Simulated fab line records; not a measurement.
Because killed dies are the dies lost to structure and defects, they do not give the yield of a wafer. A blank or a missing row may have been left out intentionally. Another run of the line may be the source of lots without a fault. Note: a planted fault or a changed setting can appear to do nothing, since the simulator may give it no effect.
Check for tools in common | flow berkeley cmos170 | Lots sampled 14, wafers sampled 42

WHY IT WAS OPENED
UCB170_PVT_TW_MEAS_09, reading PVT_TW: flagged on 3 of 14 lots. Wafers without a fault read 508, standard deviation 4.8.
Rule: a lot is flagged in two cases, either no wafer of it has a number, or all its wafers with numbers fall more than 4 standard deviations from that mean. All remaining lots are regarded as sound.

lot  | measured     | on            | PVT_TW, wafer by wafer | flag
L476 | day 6 23:47  | film metro-04 | 515 516 514            |
L474 | day 7 00:04  | film metro-04 | 520 517 517            |
L475 | day 7 00:10  | film metro-03 | 510 508 507            |
L477 | day 7 00:37  | film metro-02 | 502 505 503            |
L479 | day 8 05:10  | film metro-04 | 511 512 512            |
L478 | day 8 05:23  | film metro-03 | 510 509 511            |
L480 | day 8 05:37  | film metro-02 | 502 503 502            |
L482 | day 8 15:44  | film metro-02 | 466 468 467            | FLAGGED
L485 | day 9 01:41  | film metro-02 | 467 468 463            | FLAGGED
L487 | day 9 19:14  | film metro-02 | 464 463 463            | FLAGGED
L492 | day 10 14:02 | film metro-04 | 513 512 512            |
L494 | day 11 09:50 | film metro-04 | 510 508 508            |
L497 | day 11 10:35 | film metro-02 | 502 504 505            |
L496 | day 11 10:40 | film metro-04 | 509 510 511            |
The mean of the flagged lots' numbers is 465, -43 from the usual (-9 standard deviations).

LOT BY LOT: THE TOOL USED
The record holds 2 process steps before the reading, out of a route of 331 steps. In each cell: the tool, then ch and the chambers that the sampled wafers went through, then the start.
lot  | flag    | UCB170_PFIELD_STRIP_08              | UCB170_PVT_IMPLANT_07
L476 |         | plasma asher-02 ch 0,1, day 5 06:07 | implanter-04 ch 0, day 6 23:32
L474 |         | plasma asher-04 ch 1, day 5 01:08   | implanter-01 ch 0, day 6 23:50
L475 |         | plasma asher-02 ch 0,1, day 5 12:48 | implanter-02 ch 0, day 6 23:55
L477 |         | plasma asher-01 ch 0,1, day 5 12:36 | implanter-04 ch 0, day 7 00:22
L479 |         | plasma asher-01 ch 0,1, day 6 20:12 | implanter-02 ch 0, day 8 04:58
L478 |         | plasma asher-01 ch 0,1, day 6 19:53 | implanter-01 ch 0, day 8 05:08
L480 |         | plasma asher-01 ch 0,1, day 6 20:26 | implanter-04 ch 0, day 8 05:22
L482 | FLAGGED | plasma asher-02 ch 0,1, day 7 03:14 | implanter-04 ch 0, day 8 15:29
L485 | FLAGGED | plasma asher-02 ch 0,1, day 7 08:44 | implanter-04 ch 0, day 9 01:26
L487 | FLAGGED | plasma asher-01 ch 0,1, day 7 19:43 | implanter-04 ch 0, day 9 19:00
L492 |         | plasma asher-02 ch 0, day 8 20:29   | implanter-02 ch 0, day 10 13:47
L494 |         | plasma asher-02 ch 0,1, day 9 16:59 | implanter-02 ch 0, day 11 09:35
L497 |         | plasma asher-04 ch 0,1, day 9 17:16 | implanter-01 ch 0, day 11 10:19
L496 |         | plasma asher-04 ch 0,1, day 9 16:05 | implanter-02 ch 0, day 11 10:25
What the steps here do:
- UCB170_PFIELD_STRIP_08: strips in O2.
- UCB170_PVT_IMPLANT_07
- UCB170_PVT_TW_MEAS_09

FLAGGED OVER TOTAL, TOOL BY TOOL (the gauges that took the reading come last)
step                   | tool            | lots run | flagged | share of the flagged lots | sound lots run after its first flagged lot
UCB170_PFIELD_STRIP_08 | plasma asher-01 | 5        | 1       | some                      | 0
UCB170_PFIELD_STRIP_08 | plasma asher-02 | 6        | 2       | some                      | 2 (L492,L494)
UCB170_PFIELD_STRIP_08 | plasma asher-04 | 3        | 0       | none                      | -
UCB170_PVT_IMPLANT_07  | implanter-01    | 3        | 0       | none                      | -
UCB170_PVT_IMPLANT_07  | implanter-02    | 5        | 0       | none                      | -
UCB170_PVT_IMPLANT_07  | implanter-04    | 6        | 3       | all                       | 0
UCB170_PVT_TW_MEAS_09  | film metro-02   | 6        | 3       | all                       | 1 (L497)
UCB170_PVT_TW_MEAS_09  | film metro-03   | 2        | 0       | none                      | -
UCB170_PVT_TW_MEAS_09  | film metro-04   | 6        | 0       | none                      | -

WHAT THE TABLE PERMITS
In 2 table rows, all flagged lots were run: implanter-04 (UCB170_PVT_IMPLANT_07), film metro-02 (UCB170_PVT_TW_MEAS_09).
- implanter-04 at UCB170_PVT_IMPLANT_07 ran 6 lots, 3 of them flagged. It ran its last sound lot, L480, at day 8 05:22 and its first flagged lot, L482, at day 8 15:29: a fault with its onset between the two fits. Its own readings (dose ions cm2, faraday current uA) fall more than 4 standard deviations out on all wafers of the flagged lots.
- film metro-02 at UCB170_PVT_TW_MEAS_09 ran 6 lots, 3 of them flagged. Sound lots followed the first flagged one (L497) on it, something a lasting fault affecting the whole tool could not allow.
Left over: one tool, implanter-04 at UCB170_PVT_IMPLANT_07.

WHAT HAD BEEN PUT IN BY THE SIMULATOR
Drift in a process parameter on implanter-04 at UCB170_PVT_IMPLANT_07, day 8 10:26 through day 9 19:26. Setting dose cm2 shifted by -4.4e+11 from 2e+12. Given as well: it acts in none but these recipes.
Struck lots among those shown: L482, L485, L487. The rule above found the same.
